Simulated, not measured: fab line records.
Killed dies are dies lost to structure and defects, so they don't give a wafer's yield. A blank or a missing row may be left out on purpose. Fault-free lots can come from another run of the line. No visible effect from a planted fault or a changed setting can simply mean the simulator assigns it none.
The tool behind it: which one? / flow berkeleyCmos170 / 21 wafers from 7 lots sampled at 3 of the route's 331 steps

WHAT THE GAUGES READ, wafer by wafer
UCB170_M2_CD_MEAS_15 targets a cd of 700 nm.
lot=L832; measured=day 8 12:12; on=cdSem-01; cdNm (nm)=698.9 698.7 699.4
lot=L837; measured=day 9 05:31; on=cdSem-02; cdNm (nm)=700.0 700.5 700.3
lot=L839; measured=day 9 18:35; on=cdSem-02; cdNm (nm)=697.8 698.6 698.2
lot=L847; measured=day 10 22:22; on=cdSem-02; cdNm (nm)=700.7 699.9 700.3
lot=L849; measured=day 11 19:45; on=cdSem-01; cdNm (nm)=701.8 700.8 701.4
lot=L851; measured=day 12 06:42; on=cdSem-02; cdNm (nm)=703.8 701.5 703.0
lot=L853; measured=day 12 09:16; on=cdSem-02; cdNm (nm)=699.3 699.2 699.5

TOOL THAT RAN EACH LOT (tool first, then ch and the chambers of the sampled wafers, then the start)
lot=L832; UCB170_SILICIDE_SPUTTER_01=pvdSputter-04, day 7 19:49; UCB170_M1_ANNEAL_14=furnace-03 ch 0, day 8 04:46
lot=L837; UCB170_SILICIDE_SPUTTER_01=pvdSputter-01, day 8 14:35; UCB170_M1_ANNEAL_14=furnace-03 ch 0, day 8 23:44
lot=L839; UCB170_SILICIDE_SPUTTER_01=pvdSputter-04, day 9 00:56; UCB170_M1_ANNEAL_14=furnace-03, day 9 08:31
lot=L847; UCB170_SILICIDE_SPUTTER_01=pvdSputter-01, day 10 05:35; UCB170_M1_ANNEAL_14=furnace-03 ch 0, day 10 13:49
lot=L849; UCB170_SILICIDE_SPUTTER_01=pvdSputter-04, day 11 04:52; UCB170_M1_ANNEAL_14=furnace-03 ch 0, day 11 13:35
lot=L851; UCB170_SILICIDE_SPUTTER_01=pvdSputter-04, day 11 17:44; UCB170_M1_ANNEAL_14=furnace-03 ch 0, day 12 00:29
lot=L853; UCB170_SILICIDE_SPUTTER_01=pvdSputter-03, day 11 18:11; UCB170_M1_ANNEAL_14=furnace-03 ch 0, day 12 03:09
- UCB170_SILICIDE_SPUTTER_01: material Ti, target thk 30 nm, time 25 s.
- UCB170_M1_ANNEAL_14: time 1200 s.

THE ANSWER, worked out from the rows above alone
Rule: usual is defined by the lots themselves. Put in order of their means at a reading, lots are off if they are a third of the lots or fewer, leave a main group of 4 or more, and stand apart from it by a gap of 3 or more times the standard deviation of the main group's means; of several such gaps the widest counts. The tables above print the reading to a certain number of digits; a main group whose means all agree to those digits is not used. A lot without any number at a reading at which 4 lots or more have one is off too. The other lots that the step has rows for count as sound.
None of the lots is off at any reading shown; this tells nothing.

WHAT THE SIMULATOR PUT IN
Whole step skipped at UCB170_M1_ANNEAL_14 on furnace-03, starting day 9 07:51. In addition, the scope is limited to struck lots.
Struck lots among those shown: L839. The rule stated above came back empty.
